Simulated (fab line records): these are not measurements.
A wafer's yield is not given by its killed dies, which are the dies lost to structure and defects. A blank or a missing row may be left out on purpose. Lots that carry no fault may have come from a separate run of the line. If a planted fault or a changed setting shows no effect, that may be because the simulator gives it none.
Which tool did it?	flow berkeley cmos170	7 lots with 21 wafers sampled at 2 steps, on a route of 331 steps

## WHAT THE GAUGES SHOWED, per wafer
UCB170_NWELL_TW_MEAS_16.
lot	measured	on	NWELL_TW
L397	day 2 22:23	film metro-02	1243 1241 1244
L400	day 3 08:28	film metro-02	1253 1245 1248
L405	day 4 15:19	film metro-01	1268 1266 1263
L408	day 5 06:19	film metro-02	1309 1310 1318 1311 1319 1315
L414	day 6 07:41	film metro-01	1263 1260 1260
L416	day 6 20:56	film metro-02	1236 1240 1240
L419	day 7 17:51	film metro-03	1258 1252 1258

## WHICH TOOL RAN EACH LOT (tool, then ch and the chambers of the sampled wafers, then the start)
lot	UCB170_NWELL_IMPLANT_14
L397	implanter-02 ch 0, day 2 22:08
L400	implanter-02 ch 0, day 3 08:13
L405	implanter-02 ch 0, day 4 15:06
L408	implanter-02 ch 0, day 5 06:04
L414	implanter-01 ch 0, day 6 07:28
L416	implanter-01 ch 0, day 6 20:41
L419	implanter-01 ch 0, day 7 17:36
- UCB170_NWELL_IMPLANT_14

## THE ANSWER, worked out from the rows above alone
Rule: the lots themselves supply what counts as usual. The widest of any qualifying gaps counts: lots, ordered by their means at a reading, are off when they make up no more than a third of the lots, leave a main group of 4 or more, and stand apart from it by 3 or more times the standard deviation of that group's means. Not used: any main group whose means are identical at the precision the tables above print for the reading. A lot without any number at a reading at which 4 lots or more have one is off too. The other lots that the step has rows for count as sound.
Off: at UCB170_NWELL_TW_MEAS_16 (NWELL_TW), L408. The main group: mean 1252, standard deviation 9.7.
A tool fits if, at a process step before that reading, it ran every lot that is off, and no sound lot after the first of them. The gauges at UCB170_NWELL_TW_MEAS_16 are tried like those tools. One fits: implanter-02 at UCB170_NWELL_IMPLANT_14. A fault onset in the window from L405 (day 4 15:06, its last sound lot) to L408 (day 5 06:04, its first lot off) fits.

## WHAT THE SIMULATOR HAD INSERTED
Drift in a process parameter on implanter-02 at UCB170_NWELL_IMPLANT_14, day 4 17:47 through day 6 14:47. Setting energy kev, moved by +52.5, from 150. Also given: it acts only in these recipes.
Shown lots that were struck: L408. Same finding as the rule above.
